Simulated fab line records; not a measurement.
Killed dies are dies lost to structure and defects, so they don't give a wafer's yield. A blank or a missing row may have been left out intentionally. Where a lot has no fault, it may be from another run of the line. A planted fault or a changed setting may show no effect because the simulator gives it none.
A struck lot beside a sound one | flow ritCmos | 17 out of 202 route steps
Sound: these wafers, L145.2, L145.3, L145.6. Wafers struck: L153.2, L153.5, L153.6. The cause comes at the end.
At each step with rows: each side's tool, then ch and its chambers, then its first start. Under that, the readings that differ: sound wafers | struck wafers | difference of the means | sigmas: that difference in standard deviations of wafers without a fault.
alike: same words and numbers on both sides, and readings whose means sit less than 2 such deviations apart. not compared: any withheld reading, any reading some wafer has no value for, any bound like >300 that may hide the same value, and any number with overlapping values for which the record gives no deviation.
A row with sigmas, a row that says differs or no value, or rows on one side alone: a step with any of these is where the two part. Numbers that have no deviation but don't overlap get no sigmas and don't part them. Lack of a reading on every wafer of one side parts them only where that side has two or more wafers.

first, 1 step without rows for these wafers: RIT_PSD_IMPLANT_08.
RIT_PSD_STRIP_09: strips in O2, time 180 s.
  sound on plasmaAsher-04 ch 0, day 3 22:53; struck on plasmaAsher-02 ch 0,1, day 5 12:34
  alike: drypumpMotorCurrentA, o2FlowSccm
  not compared: rfHoursCounterH
RIT_PSD_TW_MEAS_10:
  struck on filmMetro-02, day 5 12:46; sound on filmMetro-03, day 3 23:04
  alike: PSD_TW
then, 3 steps without rows for these wafers: RIT_SDANNEAL_CLEAN_00 (cleans in SC1, time 600 s); RIT_SDANNEAL_CLEAN_01 (cleans in dHF, time 30 s); RIT_SDANNEAL_CLEAN_02 (cleans in SC2, time 600 s).
RIT_SDANNEAL_RTA_03: time 5 s.
  sound on rtpAnneal-01 ch 0, day 3 23:29; struck on rtpAnneal-01 ch 0, day 5 13:13
  alike: wafer_temp_C_max
RIT_SDANNEAL_RS_MEAS_04: the measuring method here is four-point-probe.
  struck on filmMetro-03, day 5 13:17; sound on filmMetro-03, day 3 23:34
  alike: PSD_RS
RIT_SDANNEAL_RS_MEAS_05: the measuring method here is four-point-probe.
  struck on filmMetro-03, day 5 13:24; sound on filmMetro-03, day 3 23:41
  alike: NSD_RS
RIT_SDANNEAL_RS_MEAS_06: the measuring method here is four-point-probe.
  struck on filmMetro-03, day 5 13:31; sound on filmMetro-03, day 3 23:48
  alike: PLDD_RS
RIT_SDANNEAL_RS_MEAS_07: the measuring method here is four-point-probe.
  struck on filmMetro-03, day 5 13:38; sound on filmMetro-03, day 3 23:55
  alike: NLDD_RS
then, 1 step without rows for these wafers: RIT_SILICIDE_WET_ETCH_00 (etches SiO2 in BOE, target depth 14 nm, time 15 s).
RIT_SILICIDE_SPUTTER_01: material Ti, target thk 30 nm, time 229.5 s.
  struck on pvdSputter-01, day 5 13:45; sound on pvdSputter-01, day 4 00:02
reading                                    | sound             | struck            | difference | sigmas
model.Ti_of_SILICIDE_SPUTTER_01.thkNm (nm) | 28.72 28.46 28.64 | 40.97 40.81 41.03 | +12.33     | 
  alike: chamberPressurePa, throttleValvePct
RIT_SILICIDE_RS_MEAS_02: the measuring method here is four-point-probe.
  struck on filmMetro-04, day 5 13:55; sound on filmMetro-04, day 4 00:12
reading                 | sound          | struck         | difference | sigmas
SILICIDE_TI_RS (ohm/sq) | 50.6 51.1 50.8 | 32.5 32.6 32.5 | -18.3      | -32
RIT_SILICIDE_THK_MEAS_03: measures by xrf.
  struck on filmMetro-04, day 5 14:02; sound on filmMetro-04, day 4 00:19
reading              | sound             | struck            | difference | sigmas
SILICIDE_TI_THK (nm) | 28.56 28.12 28.31 | 40.26 40.37 40.41 | +12.02     | +46
RIT_SILICIDE_RTA_04: time 10 s, ramp up 5 s, ramp down 5 s.
  sound on rtpAnneal-02 ch 0, day 4 00:22; struck on rtpAnneal-02 ch 0, day 5 14:06
  alike: wafer_temp_C_max
RIT_M1_PROBE_99:
  struck on prober-02, day 5 20:53; sound on prober-01, day 4 07:01
reading                            | sound             | struck            | difference | sigmas
model.etest.nmos_0p15.rOnOhmUm     | 1129 1146 1131    | 1156 1178 1180    | +36        | 
model.etest.npolyLine.lineOhmUm    | 175.1 170.6 171.2 | 145.6 138.9 138.8 | -31.2      | 
model.etest.ppolyLine.lineOhmUm    | 168.8 165.4 162   | 137.6 132.9 134.1 | -30.5      | 
model.etest.contactPplus.endOhmUm  | 41.06 40.45 41.45 | 63.77 61.86 63.15 | +21.94     | 
model.etest.contactNplus.endOhmUm  | 39.87 39.25 39.47 | 59.48 56.27 59.41 | +18.86     | 
model.etest.ppolyLine.widthNm (nm) | 102 104.3 104.4   | 99.01 101.7 101.8 | -2.73      | 
model.etest.npolyLine.widthNm (nm) | 100.7 103.6 104.7 | 98.09 100.3 100.4 | -3.40      | 
model.etest.npolyLine.rsOhmSq      | 17.7 17.6 17.55   | 14 13.96 14.01    | -4         | 
  alike: killedAtFrontEnd, killedDies, killedOpen, killedShort

== WHERE THEY PART ==
At RIT_SILICIDE_RS_MEAS_02 first; at RIT_SILICIDE_THK_MEAS_03 last (within this record only). Later steps at which nothing parts them and some readings are alike: RIT_SILICIDE_RTA_04, RIT_M1_PROBE_99.

WHY: what the simulator had put in
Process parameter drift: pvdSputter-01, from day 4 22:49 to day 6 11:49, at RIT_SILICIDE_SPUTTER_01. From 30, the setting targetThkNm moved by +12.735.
